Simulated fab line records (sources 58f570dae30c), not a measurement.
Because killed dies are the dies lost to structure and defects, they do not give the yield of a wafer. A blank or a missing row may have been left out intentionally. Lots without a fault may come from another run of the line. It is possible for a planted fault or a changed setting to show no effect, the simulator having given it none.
Chamber matching || flow berkeley-cmos170 || UCB170_NWELL_ETCH_13 on rie-diel-02: 4 sister chambers
The step etches Si3N4 in CH3F/Ar/O2, stops on SiO2, target depth 246.4 nm, time 154 s. 14 wafers are shown with their chamber, then 7 later ones without.

WAFERS PAIRED WITH THEIR CHAMBERS
{"wafer": "L587.1", "chamber": 0, "drypump-motor-current-A (A)": 5.1, "throttle-valve-pct (%)": 8.14, "oes-product-au (a.u.)": 0.943}
{"wafer": "L587.3", "chamber": 2, "drypump-motor-current-A (A)": 6.0, "throttle-valve-pct (%)": 7.99, "oes-product-au (a.u.)": 0.945}
{"wafer": "L587.6", "chamber": 1, "drypump-motor-current-A (A)": 5.7, "throttle-valve-pct (%)": 8.17, "oes-product-au (a.u.)": 0.931}
{"wafer": "L592.1", "chamber": 3, "drypump-motor-current-A (A)": 5.5, "throttle-valve-pct (%)": 8.09, "oes-product-au (a.u.)": 0.934}
{"wafer": "L592.2", "chamber": 0, "drypump-motor-current-A (A)": 5.1, "throttle-valve-pct (%)": 8.13, "oes-product-au (a.u.)": 0.948}
{"wafer": "L592.5", "chamber": 3, "drypump-motor-current-A (A)": 5.5, "throttle-valve-pct (%)": 8.11, "oes-product-au (a.u.)": 0.927}
{"wafer": "L593.3", "chamber": 1, "drypump-motor-current-A (A)": 5.7, "throttle-valve-pct (%)": 8.16, "oes-product-au (a.u.)": 0.928}
{"wafer": "L593.4", "chamber": 2, "drypump-motor-current-A (A)": 6.0, "throttle-valve-pct (%)": 7.98, "oes-product-au (a.u.)": 0.939}
{"wafer": "L593.6", "chamber": 2, "drypump-motor-current-A (A)": 6.0, "throttle-valve-pct (%)": 7.99, "oes-product-au (a.u.)": 0.933}
{"wafer": "L594.1", "chamber": 0, "drypump-motor-current-A (A)": 5.1, "throttle-valve-pct (%)": 8.15, "oes-product-au (a.u.)": 0.941}
{"wafer": "L594.4", "chamber": 1, "drypump-motor-current-A (A)": 5.7, "throttle-valve-pct (%)": 8.17, "oes-product-au (a.u.)": 0.929}
{"wafer": "L594.5", "chamber": 3, "drypump-motor-current-A (A)": 5.5, "throttle-valve-pct (%)": 8.09, "oes-product-au (a.u.)": 0.929}
{"wafer": "L596.4", "chamber": 2, "drypump-motor-current-A (A)": 6.1, "throttle-valve-pct (%)": 7.98, "oes-product-au (a.u.)": 0.939}
{"wafer": "L596.5", "chamber": 2, "drypump-motor-current-A (A)": 6.1, "throttle-valve-pct (%)": 7.98, "oes-product-au (a.u.)": 0.935}

SIGNATURES (averages over the wafers above)
{"reading": "drypump-motor-current-A", "chamber 0": 5.100, "chamber 1": 5.700, "chamber 2": 6.040, "chamber 3": 5.500, "scatter within a chamber": 0.0346}
{"reading": "throttle-valve-pct", "chamber 0": 8.1400, "chamber 1": 8.1667, "chamber 2": 7.9840, "chamber 3": 8.0967, "scatter within a chamber": 0.00808}
{"reading": "oes-product-au", "chamber 0": 0.94400, "chamber 1": 0.92933, "chamber 2": 0.93820, "chamber 3": 0.93000, "scatter within a chamber": 0.00376}
Rule: for each reading, subtract the chamber's mean from the wafer's reading, divide by that reading's scatter and square the result; add these up over the readings and take the root, which gives the wafer's distance from the chamber. If the next closest chamber is less than 2 further off than the closest, the wafer can't be placed; otherwise it belongs to the closest. The scatter: the root of (the sum of the squares of (reading less its chamber's mean) over the shown wafers, divided by (wafers less chambers)).

WAFERS WITHOUT THEIR CHAMBER
{"wafer": "L596.6", "drypump-motor-current-A (A)": 5.5, "throttle-valve-pct (%)": 8.10, "oes-product-au (a.u.)": 0.917}
{"wafer": "L597.2", "drypump-motor-current-A (A)": 5.7, "throttle-valve-pct (%)": 8.18, "oes-product-au (a.u.)": 0.938}
{"wafer": "L597.4", "drypump-motor-current-A (A)": 5.1, "throttle-valve-pct (%)": 8.15, "oes-product-au (a.u.)": 0.935}
{"wafer": "L597.5", "drypump-motor-current-A (A)": 5.7, "throttle-valve-pct (%)": 8.17, "oes-product-au (a.u.)": 0.928}
{"wafer": "L599.1", "drypump-motor-current-A (A)": 5.7, "throttle-valve-pct (%)": 8.18, "oes-product-au (a.u.)": 0.926}
{"wafer": "L599.2", "drypump-motor-current-A (A)": 5.1, "throttle-valve-pct (%)": 8.14, "oes-product-au (a.u.)": 0.950}
{"wafer": "L599.4", "drypump-motor-current-A (A)": 6.1, "throttle-valve-pct (%)": 7.96, "oes-product-au (a.u.)": 0.938}

EACH ONE'S CHAMBER
{"wafer": "L596.6", "from the rows above": 3, "in truth": 3}
{"wafer": "L597.2", "from the rows above": 1, "in truth": 1}
{"wafer": "L597.4", "from the rows above": 0, "in truth": 0}
{"wafer": "L597.5", "from the rows above": 1, "in truth": 1}
{"wafer": "L599.1", "from the rows above": 1, "in truth": 1}
{"wafer": "L599.2", "from the rows above": 0, "in truth": 0}
{"wafer": "L599.4", "from the rows above": 2, "in truth": 2}
Placed correctly: 7 of 7. Number that these rows cannot place: 0. 0 placed wrongly.
